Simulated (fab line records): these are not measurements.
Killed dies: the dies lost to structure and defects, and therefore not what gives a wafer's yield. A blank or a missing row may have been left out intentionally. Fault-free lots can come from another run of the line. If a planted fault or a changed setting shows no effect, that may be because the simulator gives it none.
Which tool is to blame?    flow berkeleyCmos170    14 lots with 42 wafers sampled at 4 steps, on a route of 331 steps

## WHAT THE GAUGES SHOWED, per wafer
UCB170_V2_CD_MEAS_12 targets a cd of 700 nm.
lot   measured      on        cdNm (nm)
L505  day 9 05:43   cdSem-02  696.9 698.0 698.2
L504  day 9 06:43   cdSem-02  696.6 697.6 698.4
L506  day 9 12:07   cdSem-02  702.3 702.0 700.4
L508  day 9 20:41   cdSem-01  702.6 702.6 702.2
L510  day 9 21:02   cdSem-02  699.2 700.6 700.0
L512  day 10 10:48  cdSem-01  699.9 698.4 699.5
L513  day 10 12:50  cdSem-02  701.8 701.5 700.4
L515  day 10 20:44  cdSem-01  698.7 700.3 698.3
L514  day 10 23:04  cdSem-01  734.2 734.2 732.9
L517  day 11 08:58  cdSem-01  735.1 734.3 734.1
L524  day 12 15:47  cdSem-02  700.0 700.4 700.0
L525  day 13 10:32  cdSem-02  701.7 701.8 701.3
L527  day 13 20:07  cdSem-01  699.3 699.6 698.4
L526  day 13 23:14  cdSem-02  701.6 700.0 701.4

## WHAT TOOL EACH LOT RAN ON (gives the tool, then ch and the chambers of the sampled wafers, and finally the start)
lot   UCB170_CONTACT_STRIP_06              UCB170_M2_METAL_ETCH_18           UCB170_V2_PEB_10
L505  plasmaAsher-01 ch 0,1, day 8 14:07   rieMetal-02 ch 0,1, day 9 03:31   lithoTrack-03 ch 0, day 9 05:26
L504  plasmaAsher-04 ch 1, day 8 14:21     rieMetal-01 ch 0, day 9 03:55     lithoTrack-03 ch 0, day 9 06:26
L506  plasmaAsher-02 ch 1, day 8 20:25     rieMetal-02 ch 0,1, day 9 09:52   lithoTrack-04 ch 0, day 9 11:50
L508  plasmaAsher-04 ch 0,1, day 9 06:37   rieMetal-02 ch 1, day 9 18:22     lithoTrack-04 ch 0, day 9 20:25
L510  plasmaAsher-01 ch 0,1, day 9 06:37   rieMetal-03 ch 0,1, day 9 18:39   lithoTrack-03 ch 0, day 9 20:46
L512  plasmaAsher-02 ch 0,1, day 9 21:04   rieMetal-01 ch 0, day 10 08:15    lithoTrack-02 ch 0, day 10 10:32
L513  plasmaAsher-04 ch 1, day 9 21:08     rieMetal-03 ch 0,1, day 10 09:46  lithoTrack-03 ch 0, day 10 12:34
L515  plasmaAsher-01 ch 0,1, day 10 05:24  rieMetal-01 ch 0,1, day 10 16:25  lithoTrack-02 ch 0, day 10 20:28
L514  plasmaAsher-04 ch 0,1, day 10 05:38  rieMetal-02 ch 0,1, day 10 20:55  lithoTrack-02 ch 0, day 10 22:48
L517  plasmaAsher-02 ch 0,1, day 10 16:44  rieMetal-01 ch 0,1, day 11 06:41  lithoTrack-02 ch 0, day 11 08:41
L524  plasmaAsher-01 ch 0,1, day 11 22:40  rieMetal-03 ch 0,1, day 12 10:56  lithoTrack-03 ch 0, day 12 15:00
L525  plasmaAsher-02 ch 0,1, day 12 20:40  rieMetal-03 ch 0,1, day 13 08:20  lithoTrack-04 ch 0, day 13 10:16
L527  plasmaAsher-02 ch 0,1, day 13 05:17  rieMetal-03 ch 0,1, day 13 17:37  lithoTrack-02 ch 0, day 13 19:44
L526  plasmaAsher-02 ch 0,1, day 13 06:38  rieMetal-01 ch 0,1, day 13 20:17  lithoTrack-02 ch 0, day 13 22:58
- UCB170_CONTACT_STRIP_06: strips in O2.
- UCB170_M2_METAL_ETCH_18: etches Al in Cl2/BCl3, stops on SiO2, target depth 1170 nm, time 195 s.
- UCB170_V2_PEB_10

## AS READ BY THE TOOLS THEMSELVES (means over the sampled wafers that have a number; for cases with no such wafer, the mark the record gives instead)
UCB170_CONTACT_STRIP_06.
lot   tool            drypumpMotorCurrentA (A)  oesProductAu (a.u.)  stripTimeToEndpointS (s)
L505  plasmaAsher-01  5.8                       0.733                21.95
L504  plasmaAsher-04  5.7                       0.730                21.94
L506  plasmaAsher-02  5.3                       0.732                21.99
L508  plasmaAsher-04  5.9                       0.734                21.96
L510  plasmaAsher-01  6.0                       0.734                21.94
L512  plasmaAsher-02  5.9                       0.740                21.97
L513  plasmaAsher-04  5.7                       0.734                21.97
L515  plasmaAsher-01  5.8                       0.735                21.85
L514  plasmaAsher-04  5.8                       0.728                22.08
L517  plasmaAsher-02  5.9                       0.739                22.00
L524  plasmaAsher-01  5.8                       0.731                21.90
L525  plasmaAsher-02  5.6                       0.735                21.84
L527  plasmaAsher-02  5.6                       0.732                22.00
L526  plasmaAsher-02  5.9                       0.739                21.91

UCB170_M2_METAL_ETCH_18.
lot   tool         drypumpMotorCurrentA (A)  oesProductAu (a.u.)  throttleValvePct (%)
L505  rieMetal-02  6.4                       0.848                24.46
L504  rieMetal-01  6.7                       0.839                24.29
L506  rieMetal-02  6.3                       0.856                24.46
L508  rieMetal-02  6.0                       0.844                24.70
L510  rieMetal-03  5.6                       0.862                24.29
L512  rieMetal-01  6.7                       0.831                24.29
L513  rieMetal-03  5.5                       0.862                24.28
L515  rieMetal-01  6.3                       0.847                24.32
L514  rieMetal-02  6.4                       0.841                24.44
L517  rieMetal-01  6.0                       0.847                24.37
L524  rieMetal-03  5.5                       0.858                24.28
L525  rieMetal-03  5.6                       0.857                24.42
L527  rieMetal-03  5.6                       0.857                24.42
L526  rieMetal-01  5.9                       0.857                24.37

UCB170_V2_PEB_10.
lot   tool           heaterPowerTotalW (W)  plateTempC (C)
L505  lithoTrack-03  56.84                  130.02
L504  lithoTrack-03  56.81                  129.91
L506  lithoTrack-04  56.78                  129.93
L508  lithoTrack-04  56.76                  129.99
L510  lithoTrack-03  56.75                  129.92
L512  lithoTrack-02  56.77                  129.97
L513  lithoTrack-03  56.74                  130.21
L515  lithoTrack-02  56.77                  129.95
L514  lithoTrack-02  61.12                  137.57
L517  lithoTrack-02  61.08                  137.52
L524  lithoTrack-03  56.80                  129.97
L525  lithoTrack-04  56.78                  130.03
L527  lithoTrack-02  56.80                  129.88
L526  lithoTrack-02  56.77                  129.94

## THE ANSWER, worked out from the rows above alone
Rule: the usual values come from the lots themselves. Put in order of their means at a reading, lots are off if they are a third of the lots or fewer, leave a main group of 4 or more, and stand apart from it by a gap of 3 or more times the standard deviation of the main group's means; of several such gaps the widest counts. If all means in a main group match to the digits the tables above print for the reading, that group is not used. A lot without any number at a reading at which 4 lots or more have one is off too. The other lots that the step has rows for count as sound. Order of review: gauges by route order, followed by the tools' own readings, for which a lot's mean as printed above is used. The first step at which some lot is off is used, and at that step the reading that is off furthest; a lot without a number counts as furthest.
Off, at UCB170_V2_CD_MEAS_12 on cdNm: L514, L517. For the main group the mean is 700.1 nm and the standard deviation 1.5.
If a tool, at a process step before that reading, ran all the lots that are off and no sound lot after the first of them, it fits. The gauges at UCB170_V2_CD_MEAS_12 aren't tried: what is off there is off at UCB170_V2_PEB_10 too, on other tools, and a gauge's error can't cause that. No candidate that was tried fits.

## WHAT THE SIMULATOR PUT IN
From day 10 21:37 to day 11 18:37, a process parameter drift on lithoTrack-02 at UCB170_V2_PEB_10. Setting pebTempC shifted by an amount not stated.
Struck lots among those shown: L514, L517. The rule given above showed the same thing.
